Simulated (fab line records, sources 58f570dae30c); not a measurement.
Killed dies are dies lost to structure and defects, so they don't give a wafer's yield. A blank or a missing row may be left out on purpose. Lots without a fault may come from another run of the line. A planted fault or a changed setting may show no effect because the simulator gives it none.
Which tool did it? | flow berkeley_cmos170 | 14 lots, 42 wafers sampled, at 6 steps of a route of 331

WHAT THE GAUGES READ, wafer by wafer
UCB170_SPACER_THK_MEAS_01.
lot  | measured     | on            | SPACER_TEOS_THK (nm)
L755 | day 6 04:14  | film_metro-02 | 370 373 381
L756 | day 6 12:52  | film_metro-01 | 371 374 375
L760 | day 7 00:30  | film_metro-02 | 373 374 378
L758 | day 7 00:55  | film_metro-02 | 373 374 380
L759 | day 7 01:37  | film_metro-03 | 373 380 377
L757 | day 7 03:16  | film_metro-01 | 364 371 373
L762 | day 7 20:52  | film_metro-03 | 371 376 378
L761 | day 7 20:52  | film_metro-01 | 376 382 382
L764 | day 8 07:26  | film_metro-03 | 273 381 277
L770 | day 9 06:15  | film_metro-01 | 372 271 381
L773 | day 9 19:42  | film_metro-02 | 375 376 382
L775 | day 10 08:13 | film_metro-01 | 377 378 383
L776 | day 10 11:03 | film_metro-03 | 372 369 380
L777 | day 10 19:25 | film_metro-03 | 371 377 379

UCB170_SDANNEAL_RS_MEAS_03: measures by four-point-probe.
lot  | measured     | on            | NSD_RS (ohm/sq)
L755 | day 6 17:00  | film_metro-04 | 37.29 37.37 37.30
L756 | day 6 23:47  | film_metro-04 | 37.20 37.15 37.13
L760 | day 7 14:29  | film_metro-01 | 37.44 37.30 37.36
L758 | day 7 13:57  | film_metro-02 | 37.30 37.33 37.29
L759 | day 7 14:00  | film_metro-01 | 37.29 37.30 37.30
L757 | day 7 14:19  | film_metro-04 | 37.28 37.03 37.24
L762 | day 8 06:07  | film_metro-01 | 37.21 37.17 37.11
L761 | day 8 06:48  | film_metro-01 | 37.29 37.28 37.36
L764 | day 8 16:23  | film_metro-02 | 37.38 37.30 37.33
L770 | day 9 16:35  | film_metro-04 | 37.25 37.33 37.28
L773 | day 10 04:56 | film_metro-04 | 37.31 37.30 37.27
L775 | day 10 18:45 | film_metro-02 | 37.26 37.32 37.32
L776 | day 10 19:08 | film_metro-04 | 37.19 37.20 37.21
L777 | day 11 08:54 | film_metro-02 | 37.21 37.11 37.19

UCB170_CONTACT_THK_MEAS_02.
lot  | measured     | on            | CONTACT_PSG_THK (nm)
L755 | day 6 19:46  | film_metro-04 | 683 679 689
L756 | day 7 02:29  | film_metro-03 | 698 695 700
L760 | day 7 18:34  | film_metro-04 | 692 697 700
L758 | day 7 16:46  | film_metro-04 | 702 697 702
L759 | day 7 16:49  | film_metro-01 | 714 711 706
L757 | day 7 18:34  | film_metro-01 | 711 705 711
L762 | day 8 08:49  | film_metro-04 | 696 704 697
L761 | day 8 10:18  | film_metro-01 | 690 691 692
L764 | day 8 19:04  | film_metro-03 | 697 699 699
L770 | day 9 19:17  | film_metro-01 | 682 685 678
L773 | day 10 08:31 | film_metro-03 | 700 694 699
L775 | day 10 21:25 | film_metro-01 | 700 697 699
L776 | day 10 23:10 | film_metro-03 | 692 691 698
L777 | day 11 13:18 | film_metro-04 | 693 698 696

WHICH TOOL RAN EACH LOT (tool, then ch and the chambers of the sampled wafers, then the start)
lot  | UCB170_GATE_STRIP_16                 | UCB170_SPACER_CVD_00            | UCB170_SPACER_ETCHBACK_03
L755 | plasma_asher-02 ch 0,1, day 5 23:32  | pecvd-04 ch 0,1,2, day 6 04:11  | rie_diel-01 ch 0,2,3, day 6 09:17
L756 | plasma_asher-01 ch 0,1, day 6 07:49  | pecvd-04 ch 1,2, day 6 12:49    | rie_diel-01 ch 0,1,3, day 6 18:17
L760 | plasma_asher-03 ch 0,1, day 6 19:40  | pecvd-03 ch 0,1, day 7 00:27    | rie_diel-01 ch 2,3, day 7 07:04
L758 | plasma_asher-02 ch 0,1, day 6 19:41  | pecvd-01 ch 0,1, day 7 00:52    | rie_diel-03 ch 0,2,3, day 7 07:04
L759 | plasma_asher-03 ch 0, day 6 19:57    | pecvd-03 ch 0,1,2, day 7 01:35  | rie_diel-02 ch 0,1,3, day 7 07:04
L757 | plasma_asher-02 ch 0,1, day 6 23:03  | pecvd-01 ch 1, day 7 03:11      | rie_diel-03 ch 1,3, day 7 07:08
L762 | plasma_asher-02 ch 0, day 7 16:08    | pecvd-04 ch 0,1,2, day 7 20:48  | rie_diel-03 ch 0,1,2, day 8 01:20
L761 | plasma_asher-03 ch 0,1, day 7 16:25  | pecvd-03 ch 0,1,2, day 7 20:48  | rie_diel-01 ch 2,3, day 8 01:20
L764 | plasma_asher-02 ch 0,1, day 7 23:57  | pecvd-03 ch 0,1, day 8 07:23    | rie_diel-03 ch 0,1,2, day 8 09:35
L770 | plasma_asher-01 ch 0,1, day 9 02:03  | pecvd-03 ch 0,1, day 9 06:13    | rie_diel-02 ch 0,1,3, day 9 09:49
L773 | plasma_asher-02 ch 0,1, day 9 12:50  | pecvd-01 ch 0,1,2, day 9 19:39  | rie_diel-03 ch 0,1, day 10 00:15
L775 | plasma_asher-02 ch 0,1, day 10 04:16 | pecvd-04 ch 0,1,2, day 10 08:10 | rie_diel-03 ch 2,3, day 10 13:06
L776 | plasma_asher-01 ch 0,1, day 10 07:04 | pecvd-04 ch 0,1,2, day 10 11:01 | rie_diel-02 ch 0,1,2, day 10 13:10
L777 | plasma_asher-03 ch 0,1, day 10 15:16 | pecvd-04 ch 1,2, day 10 19:21   | rie_diel-03 ch 0,1,2, day 11 02:05
- UCB170_GATE_STRIP_16: strips in O2.
- UCB170_SPACER_CVD_00: deposits SiO2 from TEOS/O2, target thk 376 nm, time 47 s.
- UCB170_SPACER_ETCHBACK_03: etches SiO2 in CHF3/CF4/Ar, stops on Si, target depth 376 nm, time 100 s.

WHAT THE TOOLS THEMSELVES READ (means of the sampled wafers that have a number; where no wafer has one, the mark that the record gives instead)
UCB170_GATE_STRIP_16.
lot  | tool            | drypump_motor_current_A (A) | oes_product_au (a.u.)
L755 | plasma_asher-02 | 6.0                         | 0.722
L756 | plasma_asher-01 | 5.8                         | 0.723
L760 | plasma_asher-03 | 5.3                         | 0.722
L758 | plasma_asher-02 | 5.7                         | 0.724
L759 | plasma_asher-03 | 5.2                         | 0.725
L757 | plasma_asher-02 | 6.0                         | 0.723
L762 | plasma_asher-02 | 5.3                         | 0.725
L761 | plasma_asher-03 | 5.3                         | 0.725
L764 | plasma_asher-02 | 5.7                         | 0.727
L770 | plasma_asher-01 | 5.5                         | 0.723
L773 | plasma_asher-02 | 5.7                         | 0.724
L775 | plasma_asher-02 | 5.7                         | 0.724
L776 | plasma_asher-01 | 5.9                         | 0.728
L777 | plasma_asher-03 | 5.3                         | 0.722

UCB170_SPACER_CVD_00.
lot  | tool     | heater_power_w (W)
L755 | pecvd-04 | 285
L756 | pecvd-04 | 329
L760 | pecvd-03 | 233
L758 | pecvd-01 | 277
L759 | pecvd-03 | 276
L757 | pecvd-01 | 275
L762 | pecvd-04 | 270
L761 | pecvd-03 | 280
L764 | pecvd-03 | 271
L770 | pecvd-03 | 263
L773 | pecvd-01 | 277
L775 | pecvd-04 | 279
L776 | pecvd-04 | 264
L777 | pecvd-04 | 298

UCB170_SPACER_ETCHBACK_03.
lot  | tool        | drypump_motor_current_A (A) | mfc_ar_sccm (sccm) | oes_product_au (a.u.) | throttle_valve_pct (%)
L755 | rie_diel-01 | 6.5                         | 120.0              | 0.902                 | 6.48
L756 | rie_diel-01 | 6.1                         | 120.2              | 0.895                 | 6.45
L760 | rie_diel-01 | 6.5                         | 119.8              | 0.911                 | 6.39
L758 | rie_diel-03 | 5.8                         | 119.9              | 0.916                 | 6.48
L759 | rie_diel-02 | 6.0                         | 120.0              | 0.900                 | 6.41
L757 | rie_diel-03 | 5.8                         | 120.1              | 0.907                 | 6.50
L762 | rie_diel-03 | 5.7                         | 119.8              | 0.911                 | 6.48
L761 | rie_diel-01 | 6.5                         | 120.3              | 0.917                 | 6.38
L764 | rie_diel-03 | 5.7                         | 120.2              | 0.793                 | 6.46
L770 | rie_diel-02 | 6.0                         | 119.9              | 0.835                 | 6.40
L773 | rie_diel-03 | 5.8                         | 119.7              | 0.908                 | 6.51
L775 | rie_diel-03 | 5.7                         | 119.8              | 0.929                 | 6.44
L776 | rie_diel-02 | 5.6                         | 119.8              | 0.890                 | 6.41
L777 | rie_diel-03 | 5.8                         | 119.8              | 0.908                 | 6.48

THE ANSWER, worked out from the rows above alone
Rule: what is usual is taken from the lots themselves. Put in order of their means at a reading, lots are off if they are a third of the lots or fewer, leave a main group of 4 or more, and stand apart from it by a gap of 3 or more times the standard deviation of the main group's means; of several such gaps the widest counts. A main group whose means are all the same, to the digits that the tables above print for the reading, isn't used. A lot without any number at a reading at which 4 lots or more have one is off too. The other lots that the step has rows for count as sound. The gauges are gone through in route order, then the tools' own readings, and for those a lot's mean is taken as printed above. The first step at which some lot is off is used, and at that step the reading that is off furthest; a lot without a number counts as furthest.
Off: L764, L770, at UCB170_SPACER_THK_MEAS_01 (SPACER_TEOS_THK). The main group: mean 376 nm, standard deviation 2.7.
A tool fits if, at a process step before that reading, it ran every lot that is off, and no sound lot after the first of them. The gauges at UCB170_SPACER_THK_MEAS_01 aren't tried: what is off there is off at UCB170_SPACER_ETCHBACK_03 too, on other tools, and a gauge's error can't cause that. One fits: pecvd-03 at UCB170_SPACER_CVD_00. Its last sound lot is L761 (day 7 20:48), its first lot that is off L764 (day 8 07:23): a fault that began between those two fits.

WHAT THE SIMULATOR HAD PUT IN
Process parameter drift: pecvd-03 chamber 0, from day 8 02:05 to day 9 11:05, at UCB170_SPACER_CVD_00. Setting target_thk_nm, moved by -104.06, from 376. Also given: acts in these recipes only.
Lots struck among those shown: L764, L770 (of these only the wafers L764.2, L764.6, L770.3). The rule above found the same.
